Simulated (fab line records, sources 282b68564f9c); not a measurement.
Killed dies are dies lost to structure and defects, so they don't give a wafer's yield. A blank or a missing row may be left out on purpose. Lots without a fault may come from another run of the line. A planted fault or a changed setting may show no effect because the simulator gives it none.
fab line records | flow rit_cmos
record lots=14 wafers=42 last_day=8
route steps=202 shown ACTIVE@14 FOX2@24 NWELL@38 M1@202
lots that met no fault: from a run of the same line without faults
start_h: hours from the record's first day to the start of the lot's first wafer shown | wait_h: hours since the lot's step before | " the same as in the row above | L1.1+2: a row that stands for several wafers | - no value, or no start given | * or withheld: withheld | < > ~ a bound
route shown NAME@n: a module of which the file shows steps, and the number in the route of the first | usual: mean/standard deviation of fault-free wafers | same: alike in all rows | chamber/n: place in a boat | sites: the reading at each site | _std_site: their standard deviation | _edge_site: outer sites' mean less inner sites' | radius_mm: how far each site lies from the wafer's centre | mask NAME#n: copy n | behind: the tool/chamber that last shaped the wafer | hold: why the lot was held/for how many hours/how that ended | device: the transistor (n, p or np) that didn't switch | end of line: the same wafers' tests at the end of the route | a step without rows: its recipe alone | killed: dies lost to structure and defects at the first sort, not the wafer's yield | map: a wafer's dies, x killed, . not, _ none there
set.NAME: the setting as run; set.NAME@STEP: as run at that earlier step | model.NAME: the simulator's own value behind a step, which no gauge read
steps of the route over a sample of lots; a table a step, a row a wafer
services: from which hour (start_h, from the record's first day; less than 0 if before it) a tool's chamber was out of use, for how many hours, and why
## steps
# step RIT_ACTIVE_ETCH_13
# recipe stop_on=SiO2 chemistry=SF6 target=Si3N4 time_s=205.4 over_etch_frac=0.4 SF6_flow_sccm=200 pressure_mtorr=260 rf_w=125 target_depth_a=2100
# usual SF6_flow_sccm=200.0/0.61 drypump_motor_current_A=5.8/0.39 oes_product_au=0.827/0.012 over_etch_frac=0.4/0 throttle_valve_pct=7.47/0.11
# columns lot.wafer tool chamber start_h wait_h SF6_flow_sccm drypump_motor_current_A oes_product_au over_etch_frac rf_hours_counter_h throttle_valve_pct
L951.4 rie_diel-01 0 29.83 0.1 200.4 5.0 0.841 0.4 56 7.52
L951.5 " 0 " " 200.3 5.0 0.853 0.4 - 7.54
L951.6 " 3 " " 199.5 5.7 0.807 0.4 - 7.63
L952.1 rie_diel-01 1 35.51 0.1 200.5 5.9 0.817 0.4 10 7.30
L952.3 " 3 " " 201.6 5.8 0.812 0.4 122 7.64
L952.6 " 0 " " 199.4 5.0 0.845 0.4 - 7.54
L953.3 rie_diel-03 2 40.22 0.1 199.6 6.3 0.833 0.4 169 7.52
L953.4 " 0 " " 200.0 6.2 0.835 0.4 109 7.48
L953.5 " 2 " " 200.3 6.3 0.833 0.4 - 7.52
L955.1 rie_diel-01 1 51.14 0.1 200.5 5.9 0.825 0.4 10 7.30
L955.2 " 2 " " 200.5 5.7 0.835 0.4 171 7.59
L955.5 " 0 " " 199.7 5.0 0.851 0.4 - 7.55
L956.1 rie_diel-02 3 54.71 0.1 199.8 5.3 0.811 0.4 13 7.35
L956.5 " 3 " " 200.7 5.3 0.812 0.4 - 7.36
L956.6 " 0 " " 199.4 5.9 0.831 0.4 - 7.60
L958.1 rie_diel-03 0 65.20 0.1 200.1 6.2 0.835 0.4 109 7.47
L958.4 " 3 " " 200.2 6.0 0.829 0.4 - 7.39
L958.6 " 0 " " 200.0 6.1 0.833 0.4 - 7.46
L960.1 rie_diel-03 0 78.43 0.1 199.2 6.2 0.850 0.37167 110 7.47
L960.3 " 1 " " 199.9 5.7 0.832 0.37167 125 7.44
L960.6 " 0 " " 198.9 6.2 0.852 0.37167 - 7.48
L961.4 rie_diel-02 1 82.12 0.1 199.1 6.5 0.824 0.4 1 7.32
L961.5 " 2 " " 200.3 5.8 0.839 0.4 - 7.46
L961.6 " 3 " " 199.7 5.4 0.813 0.4 - 7.35
L962.2 rie_diel-03 1 85.14 0.1 199.4 5.7 0.838 0.37167 125 7.47
L962.3 " 0 " " 200.9 6.1 0.852 0.37167 110 7.46
L962.4 " 3 " " 201.6 6.0 0.839 0.37167 - 7.40
L965.1 rie_diel-02 1 103.11 0.1 199.8 6.5 0.817 0.4 2 7.31
L965.3 " 0 " " 199.1 5.9 0.828 0.4 8 7.60
L965.5 " 3 " " 199.2 5.3 0.820 0.4 - 7.36
L966.3 rie_diel-01 3 107.69 0.1 200.4 5.8 0.812 0.4 123 7.63
L966.5 " 1 " " 199.9 5.9 0.815 0.4 - 7.31
L966.6 " 2 " " 200.0 5.7 0.828 0.4 - 7.58
L967.4 rie_diel-02 0 114.13 0.1 201.0 5.9 0.830 0.4 8 7.62
L967.5 " 0 " " 199.9 5.9 0.836 0.4 - 7.62
L967.6 " 3 " " 200.5 5.3 0.827 0.4 - 7.37
L970.4 rie_diel-01 3 129.88 0.1 200.9 5.8 0.815 0.4 124 7.65
L970.5 " 1 " " 200.1 5.9 0.818 0.4 - 7.30
L970.6 " 2 " " 200.3 5.7 0.843 0.4 - 7.57
L971.1 rie_diel-02 2 130.14 0.1 200.0 5.8 0.843 0.4 135 7.48
L971.4 " 0 " " 199.5 5.9 0.838 0.4 8 7.61
L971.6 " 3 " " 200.7 5.3 0.829 0.4 - 7.35
# step RIT_FOX2_THK_MEAS_01
# recipe reads=SiO2_of_FOX2_OXIDATION_00
# usual FOX2_OXIDE_THK=345/6.2
# columns lot.wafer tool chamber start_h wait_h FOX2_OXIDE_THK[nm]
L951.4 film_metro-02 - 35.69 0.0 337
L951.5 " - " " 340
L951.6 " - " " 337
L952.1 film_metro-02 - 39.12 0.0 346
L952.3 " - " " 340
L952.6 " - " " 346
L953.3 film_metro-03 - 47.02 0.0 356
L953.4 " - " " 352
L953.5 " - " " 351
L955.1 film_metro-03 - 55.22 0.0 354
L955.2 " - " " 354
L955.5 " - " " 352
L956.1 film_metro-02 - 64.15 0.0 345
L956.5 " - " " 350
L956.6 " - " " 344
L958.1 film_metro-01 - 68.83 0.0 354
L958.4 " - " " 353
L958.6 " - " " 347
L960.1 film_metro-01 - 83.61 0.0 326
L960.3 " - " " 327
L960.6 " - " " 331
L961.4 film_metro-02 - 91.09 0.0 338
L961.5 " - " " 331
L961.6 " - " " 338
L962.2 film_metro-01 - 97.59 0.0 358
L962.3 " - " " 346
L962.4 " - " " 353
L965.1 film_metro-02 - 112.66 0.0 336
L965.3 " - " " 334
L965.5 " - " " 341
L966.3 film_metro-01 - 123.71 0.0 347
L966.5 " - " " 349
L966.6 " - " " 346
L967.4 film_metro-01 - 125.28 0.0 346
L967.5 " - " " 347
L967.6 " - " " 339
L971.1 film_metro-02 - 135.90 0.0 345
L971.4 " - " " 345
L971.6 " - " " 348
L970.4 film_metro-03 - 135.93 0.0 347
L970.5 " - " " 347
L970.6 " - " " 344
# step RIT_FOX2_THK_MEAS_90
# recipe reads=SiO2_of_FOX2_OXIDATION_00
# usual FIELD_OXIDE_LEFT_1_THK=318/6.2
# columns lot.wafer tool chamber start_h wait_h FIELD_OXIDE_LEFT_1_THK[nm]
L951.4 film_metro-03 - 36.57 0.0 309
L951.5 " - " " 313
L951.6 " - " " 310
L952.1 film_metro-02 - 39.99 0.0 319
L952.3 " - " " 313
L952.6 " - " " 319
L953.3 film_metro-03 - 47.89 0.0 329
L953.4 " - " " 325
L953.5 " - " " 324
L955.1 film_metro-01 - 56.09 0.0 326
L955.2 " - " " 326
L955.5 " - " " 323
L956.1 film_metro-03 - 65.04 0.0 317
L956.5 " - " " 322
L956.6 " - " " 317
L958.1 film_metro-03 - 69.71 0.0 327
L958.4 " - " " 326
L958.6 " - " " 320
L960.1 film_metro-02 - 84.48 0.0 299
L960.3 " - " " 300
L960.6 " - " " 304
L961.4 film_metro-01 - 91.97 0.0 310
L961.5 " - " " 303
L961.6 " - " " 311
L962.2 film_metro-02 - 98.47 0.0 330
L962.3 " - " " 319
L962.4 " - " " 326
L965.1 film_metro-03 - 113.53 0.0 309
L965.3 " - " " 307
L965.5 " - " " 314
L966.3 film_metro-03 - 124.58 0.0 320
L966.5 " - " " 322
L966.6 " - " " 319
L967.4 film_metro-03 - 126.16 0.0 319
L967.5 " - " " 320
L967.6 " - " " 313
L971.1 film_metro-03 - 136.78 0.0 318
L971.4 " - " " 318
L971.6 " - " " 320
L970.4 film_metro-01 - 136.81 0.0 320
L970.5 " - " " 319
L970.6 " - " " 317
# step RIT_NWELL_TW_MEAS_10
# usual NWELL_TW=2129/19
# columns lot.wafer tool chamber start_h wait_h NWELL_TW
L951.4 film_metro-04 - 38.12 0.1 2112
L951.5 " - " " 2121
L951.6 " - " " 2117
L952.1 film_metro-01 - 41.54 0.1 2123
L952.3 " - " " 2111
L952.6 " - " " 2106
L953.3 film_metro-03 - 49.44 0.1 2164
L953.4 " - " " 2166
L953.5 " - " " 2167
L955.1 film_metro-03 - 57.77 0.1 2161
L955.2 " - " " 2167
L955.5 " - " " 2161
L956.1 film_metro-04 - 66.59 0.1 2118
L956.5 " - " " 2114
L956.6 " - " " 2108
L958.1 film_metro-04 - 71.46 0.1 2120
L958.4 " - " " 2116
L958.6 " - " " 2121
L960.1 film_metro-04 - 86.04 0.1 2113
L960.3 " - " " 2125
L960.6 " - " " 2114
L961.4 film_metro-04 - 93.65 0.1 2128
L961.5 " - " " 2118
L961.6 " - " " 2124
L962.2 film_metro-01 - 100.15 0.1 2122
L962.3 " - " " 2121
L962.4 " - " " 2139
L965.1 film_metro-03 - 115.21 0.1 2163
L965.3 " - " " 2160
L965.5 " - " " 2156
L966.3 film_metro-04 - 126.26 0.1 2106
L966.5 " - " " 2106
L966.6 " - " " 2107
L967.4 film_metro-01 - 128.29 0.1 2109
L967.5 " - " " 2120
L967.6 " - " " 2120
L971.1 film_metro-03 - 139.01 0.1 2146
L971.4 " - " " 2154
L971.6 " - " " 2151
L970.4 film_metro-04 - 139.24 0.1 2116
L970.5 " - " " 2115
L970.6 " - " " 2115
# step RIT_M1_PROBE_99
# usual killed_at_M0_to_M3=0.0/0.12 killed_at_contacts=0.1/0.23 killed_at_front_end=6.6/2.9 killed_dies=6.7/3 killed_open=3.5/2.1 killed_short=3.2/1.8
# same gross_dies=264 killed_at_M4_up=0 killed_at_back_side=0 killed_at_other=0
# columns lot.wafer tool chamber start_h wait_h killed_at_M0_to_M3 killed_at_contacts killed_at_front_end killed_dies killed_open killed_short
L956.1 prober-02 - 106.64 0.1 0 0 10 10 4 6
L956.5 prober-02 - 106.84 0.2 0 0 11 11 4 7
L956.6 prober-02 - 106.89 0.2 0 0 13 13 7 6
L960.1 prober-02 - 138.05 0.1 0 0 1 1 0 1
L960.3 prober-02 - 138.15 0.2 0 0 6 6 4 2
L960.6 prober-02 - 138.30 0.2 0 0 6 6 3 3
L961.4 prober-01 - 147.24 0.2 0 0 3 3 2 1
L961.5 prober-01 - 147.29 0.2 0 0 8 8 3 5
L961.6 prober-01 - 147.34 0.2 0 0 5 5 2 3
L962.2 prober-01 - 150.23 0.1 0 0 12 12 5 7
L962.3 prober-01 - 150.28 0.2 0 0 6 6 5 1
L962.4 prober-01 - 150.33 0.2 0 0 10 10 2 8
L967.4 prober-02 - 173.11 0.5 0 0 5 5 3 2
L967.5 prober-02 - 173.16 0.5 0 0 7 7 4 3
L967.6 prober-02 - 173.21 0.6 0 0 4 4 2 2
L971.1 prober-02 - 177.62 0.1 0 0 8 8 5 3
L971.4 prober-02 - 177.77 0.2 0 0 6 6 2 4
L971.6 prober-02 - 177.87 0.2 0 0 6 6 1 5
# killed by level:class
L956.1 GATE:geometric_particle:short=3 GATE:geometric_particle:open=2 FOX1:geometric_particle:short=1 REOX:geometric_particle:open=1 REOX:geometric_particle:short=1 SPACER:geometric_particle:open=1 SPACER:geometric_particle:short=1
L956.5 GATE:geometric_particle:short=4 GATE:geometric_particle:open=4 SPACER:geometric_particle:short=3
L956.6 GATE:geometric_particle:short=5 REOX:geometric_particle:open=2 SPACER:geometric_particle:open=2 FOX1:geometric_particle:short=1 FOX2:geometric_particle:open=1 GATE:geometric_particle:open=1 SILICIDE:geometric_particle:open=1
L960.1 REOX:geometric_particle:short=1
L960.3 GATE:geometric_particle:open=2 SILICIDE:geometric_particle:open=2 GATE:geometric_particle:short=1 SILICIDE:geometric_particle:short=1
L960.6 FOX2:geometric_particle:open=2 FOX1:geometric_particle:short=1 FOX1:geometric_particle:open=1 GATE:geometric_particle:short=1 SILICIDE:geometric_particle:short=1
L961.4 FOX1:geometric_particle:open=1 SPACER:geometric_particle:short=1 SPACER:geometric_particle:open=1
L961.5 SPACER:geometric_particle:short=2 SILICIDE:geometric_particle:short=2 FOX2:geometric_particle:open=1 GATE:geometric_particle:open=1 REOX:geometric_particle:open=1 REOX:geometric_particle:short=1
L961.6 FOX1:geometric_particle:short=1 FOX2:geometric_particle:short=1 SILICIDE:geometric_particle:open=1 REOX:geometric_particle:open=1 SPACER:geometric_particle:short=1
L962.2 GATE:geometric_particle:open=4 REOX:geometric_particle:short=3 SPACER:geometric_particle:short=2 FOX1:geometric_particle:open=1 GATE:geometric_particle:short=1 SILICIDE:geometric_particle:short=1
L962.3 GATE:geometric_particle:open=3 FOX1:geometric_particle:open=1 FOX1:geometric_particle:short=1 SILICIDE:geometric_particle:open=1
L962.4 REOX:geometric_particle:short=3 FOX2:geometric_particle:short=2 FOX1:geometric_particle:open=1 FOX1:geometric_particle:short=1 GATE:geometric_particle:short=1 GATE:geometric_particle:open=1 SPACER:geometric_particle:short=1
L967.4 FOX1:geometric_particle:short=1 FOX1:geometric_particle:open=1 REOX:geometric_particle:open=1 REOX:geometric_particle:short=1 SPACER:geometric_particle:open=1
L967.5 GATE:geometric_particle:open=1 REOX:geometric_particle:open=1 REOX:geometric_particle:short=1 SPACER:geometric_particle:short=1 SPACER:geometric_particle:open=1 SILICIDE:geometric_particle:open=1 SILICIDE:geometric_particle:short=1
L967.6 REOX:geometric_particle:short=2 GATE:geometric_particle:open=1 REOX:geometric_particle:open=1
L971.1 SILICIDE:geometric_particle:open=3 GATE:geometric_particle:open=2 GATE:geometric_particle:short=2 SILICIDE:geometric_particle:short=1
L971.4 GATE:geometric_particle:open=2 SILICIDE:geometric_particle:short=2 ACTIVE:geometric_particle:short=1 SPACER:geometric_particle:short=1
L971.6 SPACER:geometric_particle:short=3 GATE:geometric_particle:short=1 REOX:geometric_particle:open=1 SILICIDE:geometric_particle:short=1
## services
# columns tool chamber start_h hours kind
rie_diel-02 2 33.54 7.4 repair
rie_diel-03 2 51.93 - clean
rie_diel-03 2 51.93 17.4 scheduled_down
rie_diel-03 2 51.93 17.4 vent_cycle
rie_diel-02 - 53.37 0.7 repair
rie_diel-02 - 60.12 2.8 pm
rie_diel-01 2 64.04 10.2 repair
rie_diel-02 2 66.32 9.4 repair
rie_diel-01 2 74.24 - clean
rie_diel-01 2 74.24 33.3 scheduled_down
rie_diel-01 2 74.24 33.3 vent_cycle
rie_diel-03 2 81.55 8.1 repair
rie_diel-03 1 104.77 2.6 repair
rie_diel-02 - 124.78 0.1 repair
## key
first_sign step=RIT_ACTIVE_ETCH_13 reading=over_etch_frac direction=down sigmas=99+ usual=0.4 struck=0.37167
effect step=RIT_ACTIVE_ETCH_13 reading=oes_product_au direction=up sigmas=1.5 usual=0.827 struck=0.844
met_at RIT_ACTIVE_ETCH_13
struck_lots L960,L962
tester_left_out L960,L962
loop_trim step=RIT_M1_EXPOSE_06 setting=dose lots=L962
not_acting_at RIT_FOX2_THK_MEAS_01,RIT_FOX2_THK_MEAS_90,RIT_NWELL_TW_MEAS_10
onset_between 65.20 78.43
fault kind=process_parameter_drift tool=rie_diel-03 chamber=- onset_h=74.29 steps=RIT_ACTIVE_ETCH_13 channel=over_etch_frac offset=-0.028331 shape=step end_h=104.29 acts_in=these_recipes_only stated=0.4
# tester_left_out: of these lots the tester's yield and bins aren't shown, on N5 and GAA mostly nor the transistor test; their killed dies are dies lost to structure and defects alone, not to doping, threshold or leakage, so they don't give the yield
# loop_trim: a control loop set the setting to another value than it would have without faults
